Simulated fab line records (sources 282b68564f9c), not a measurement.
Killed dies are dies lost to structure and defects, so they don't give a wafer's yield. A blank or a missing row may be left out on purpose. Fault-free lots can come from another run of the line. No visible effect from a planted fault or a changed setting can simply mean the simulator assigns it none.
Commonality check across tools || flow ritCmos || Sample size 16 lots and 48 wafers

== WHY THIS WAS OPENED ==
Of 16 lots, 4 have the reading NLDD_OVL flagged at RIT_NLDD_OVL_MEAS_06. Fault-free wafers read 0.3 nm, with a standard deviation of 1.3.
Rule: a lot is flagged in two cases, either no wafer of it has a number, or all its wafers with numbers fall more than 4 standard deviations from that mean. All remaining lots are regarded as sound.

{"lot": "L478", "measured": "day 2 18:23", "on": "overlay-01", "NLDD_OVL (nm), wafer by wafer": "-1.5 -1.6 -0.9", "flag": ""}
{"lot": "L479", "measured": "day 2 23:19", "on": "overlay-01", "NLDD_OVL (nm), wafer by wafer": "2.0 0.6 0.8", "flag": ""}
{"lot": "L480", "measured": "day 3 04:46", "on": "overlay-01", "NLDD_OVL (nm), wafer by wafer": "-0.5 -0.7 -0.9", "flag": ""}
{"lot": "L481", "measured": "day 3 08:20", "on": "overlay-01", "NLDD_OVL (nm), wafer by wafer": "2.4 1.2 1.3", "flag": ""}
{"lot": "L482", "measured": "day 3 14:31", "on": "overlay-01", "NLDD_OVL (nm), wafer by wafer": "1.8 2.7 3.7", "flag": ""}
{"lot": "L483", "measured": "day 3 21:35", "on": "overlay-01", "NLDD_OVL (nm), wafer by wafer": "-0.6 -0.4 0.4", "flag": ""}
{"lot": "L484", "measured": "day 3 23:32", "on": "overlay-01", "NLDD_OVL (nm), wafer by wafer": "1.3 1.0 1.1", "flag": ""}
{"lot": "L486", "measured": "day 4 09:13", "on": "overlay-01", "NLDD_OVL (nm), wafer by wafer": "2.1 2.9 3.5", "flag": ""}
{"lot": "L487", "measured": "day 4 20:17", "on": "overlay-01", "NLDD_OVL (nm), wafer by wafer": "0.0 -0.4 -1.1", "flag": ""}
{"lot": "L491", "measured": "day 5 12:28", "on": "overlay-02", "NLDD_OVL (nm), wafer by wafer": "-298.7 -299.9 -299.6", "flag": "FLAGGED"}
{"lot": "L492", "measured": "day 5 22:25", "on": "overlay-01", "NLDD_OVL (nm), wafer by wafer": "-297.7 -297.8 -299.5", "flag": "FLAGGED"}
{"lot": "L493", "measured": "day 6 00:50", "on": "overlay-02", "NLDD_OVL (nm), wafer by wafer": "-301.0 -299.3 -300.0", "flag": "FLAGGED"}
{"lot": "L495", "measured": "day 6 08:11", "on": "overlay-01", "NLDD_OVL (nm), wafer by wafer": "-299.5 -299.5 -300.5", "flag": "FLAGGED"}
{"lot": "L496", "measured": "day 6 17:13", "on": "overlay-02", "NLDD_OVL (nm), wafer by wafer": "0.7 1.0 0.7", "flag": ""}
{"lot": "L498", "measured": "day 6 21:34", "on": "overlay-01", "NLDD_OVL (nm), wafer by wafer": "1.9 1.5 0.3", "flag": ""}
{"lot": "L501", "measured": "day 7 12:54", "on": "overlay-01", "NLDD_OVL (nm), wafer by wafer": "-0.3 0.8 0.2", "flag": ""}
Averaged over the flagged lots the numbers come to -299.4 nm, -299.7 nm from the usual (-99 or more standard deviations).

== EACH LOT AND THE TOOL IT RAN ON ==
The record holds 2 process steps before the reading, out of a route of 202 steps. Cell contents, in order: the tool; ch with the chambers the sampled wafers went through; the start.
{"lot": "L478", "flag": "", "RIT_NWELL_STRIP_09": "plasmaAsher-01 ch 0,1, day 1 23:05", "RIT_NLDD_EXPOSE_03": "ilineStepper-01 ch 0, day 2 17:59"}
{"lot": "L479", "flag": "", "RIT_NWELL_STRIP_09": "plasmaAsher-03 ch 0,1, day 2 01:46", "RIT_NLDD_EXPOSE_03": "ilineStepper-01 ch 0, day 2 22:55"}
{"lot": "L480", "flag": "", "RIT_NWELL_STRIP_09": "plasmaAsher-04 ch 0,1, day 2 07:10", "RIT_NLDD_EXPOSE_03": "ilineStepper-01 ch 0, day 3 04:22"}
{"lot": "L481", "flag": "", "RIT_NWELL_STRIP_09": "plasmaAsher-04 ch 0,1, day 2 12:47", "RIT_NLDD_EXPOSE_03": "ilineStepper-02 ch 0, day 3 07:56"}
{"lot": "L482", "flag": "", "RIT_NWELL_STRIP_09": "plasmaAsher-01 ch 0,1, day 2 17:22", "RIT_NLDD_EXPOSE_03": "ilineStepper-01 ch 0, day 3 14:08"}
{"lot": "L483", "flag": "", "RIT_NWELL_STRIP_09": "plasmaAsher-04 ch 0,1, day 3 00:04", "RIT_NLDD_EXPOSE_03": "ilineStepper-01 ch 0, day 3 21:13"}
{"lot": "L484", "flag": "", "RIT_NWELL_STRIP_09": "plasmaAsher-03 ch 0,1, day 3 03:57", "RIT_NLDD_EXPOSE_03": "ilineStepper-01 ch 0, day 3 23:08"}
{"lot": "L486", "flag": "", "RIT_NWELL_STRIP_09": "plasmaAsher-04 ch 0,1, day 3 12:51", "RIT_NLDD_EXPOSE_03": "ilineStepper-02 ch 0, day 4 08:49"}
{"lot": "L487", "flag": "", "RIT_NWELL_STRIP_09": "plasmaAsher-04 ch 0,1, day 3 18:28", "RIT_NLDD_EXPOSE_03": "ilineStepper-01 ch 0, day 4 19:53"}
{"lot": "L491", "flag": "FLAGGED", "RIT_NWELL_STRIP_09": "plasmaAsher-01 ch 0,1, day 4 14:28", "RIT_NLDD_EXPOSE_03": "ilineStepper-01 ch 0, day 5 12:07"}
{"lot": "L492", "flag": "FLAGGED", "RIT_NWELL_STRIP_09": "plasmaAsher-04 ch 0,1, day 4 22:57", "RIT_NLDD_EXPOSE_03": "ilineStepper-01 ch 0, day 5 22:01"}
{"lot": "L493", "flag": "FLAGGED", "RIT_NWELL_STRIP_09": "plasmaAsher-03 ch 0,1, day 5 02:35", "RIT_NLDD_EXPOSE_03": "ilineStepper-01 ch 0, day 6 00:27"}
{"lot": "L495", "flag": "FLAGGED", "RIT_NWELL_STRIP_09": "plasmaAsher-03 ch 0,1, day 5 09:55", "RIT_NLDD_EXPOSE_03": "ilineStepper-01 ch 0, day 6 07:35"}
{"lot": "L496", "flag": "", "RIT_NWELL_STRIP_09": "plasmaAsher-04 ch 0,1, day 5 20:01", "RIT_NLDD_EXPOSE_03": "ilineStepper-02 ch 0, day 6 16:46"}
{"lot": "L498", "flag": "", "RIT_NWELL_STRIP_09": "plasmaAsher-04 ch 0,1, day 6 01:14", "RIT_NLDD_EXPOSE_03": "ilineStepper-02 ch 0, day 6 21:12"}
{"lot": "L501", "flag": "", "RIT_NWELL_STRIP_09": "plasmaAsher-01 ch 0,1, day 6 15:48", "RIT_NLDD_EXPOSE_03": "ilineStepper-02 ch 0, day 7 12:30"}
What is done by these steps:
- RIT_NWELL_STRIP_09: strips in O2, time 180 s.
- RIT_NLDD_EXPOSE_03: exposes mask M7, target cd 40700 nm.
- RIT_NLDD_OVL_MEAS_06

== FLAGGED OVER TOTAL, TOOL BY TOOL (the gauges that took the reading come last) ==
{"step": "RIT_NWELL_STRIP_09", "tool": "plasmaAsher-01", "lots run": 4, "flagged": 1, "share of the flagged lots": "some", "sound lots run after its first flagged lot": "1 (L501)"}
{"step": "RIT_NWELL_STRIP_09", "tool": "plasmaAsher-03", "lots run": 4, "flagged": 2, "share of the flagged lots": "some", "sound lots run after its first flagged lot": 0}
{"step": "RIT_NWELL_STRIP_09", "tool": "plasmaAsher-04", "lots run": 8, "flagged": 1, "share of the flagged lots": "some", "sound lots run after its first flagged lot": "2 (L496,L498)"}
{"step": "RIT_NLDD_EXPOSE_03", "tool": "ilineStepper-01", "lots run": 11, "flagged": 4, "share of the flagged lots": "all", "sound lots run after its first flagged lot": 0}
{"step": "RIT_NLDD_EXPOSE_03", "tool": "ilineStepper-02", "lots run": 5, "flagged": 0, "share of the flagged lots": "none", "sound lots run after its first flagged lot": "-"}
{"step": "RIT_NLDD_OVL_MEAS_06", "tool": "overlay-01", "lots run": 13, "flagged": 2, "share of the flagged lots": "some", "sound lots run after its first flagged lot": "2 (L498,L501)"}
{"step": "RIT_NLDD_OVL_MEAS_06", "tool": "overlay-02", "lots run": 3, "flagged": 2, "share of the flagged lots": "some", "sound lots run after its first flagged lot": "1 (L496)"}

== WHAT IS ALLOWED BY THE TABLE ==
Rows of the table that ran each flagged lot: 1, that is ilineStepper-01 at RIT_NLDD_EXPOSE_03.
- ilineStepper-01 at RIT_NLDD_EXPOSE_03 ran 11 lots, 4 of them flagged. Its last sound lot is L487 (day 4 19:53), its first flagged lot L491 (day 5 12:07): a fault that began between those two fits.
What remains is a single tool, ilineStepper-01 at RIT_NLDD_EXPOSE_03.

== WHAT HAD BEEN PUT IN BY THE SIMULATOR ==
Scanner matching overlay: ilineStepper-01, from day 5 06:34 on, at RIT_NLDD_EXPOSE_03. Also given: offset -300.
Shown lots that were struck: L491, L492, L493, L495. The rule given above showed the same thing.
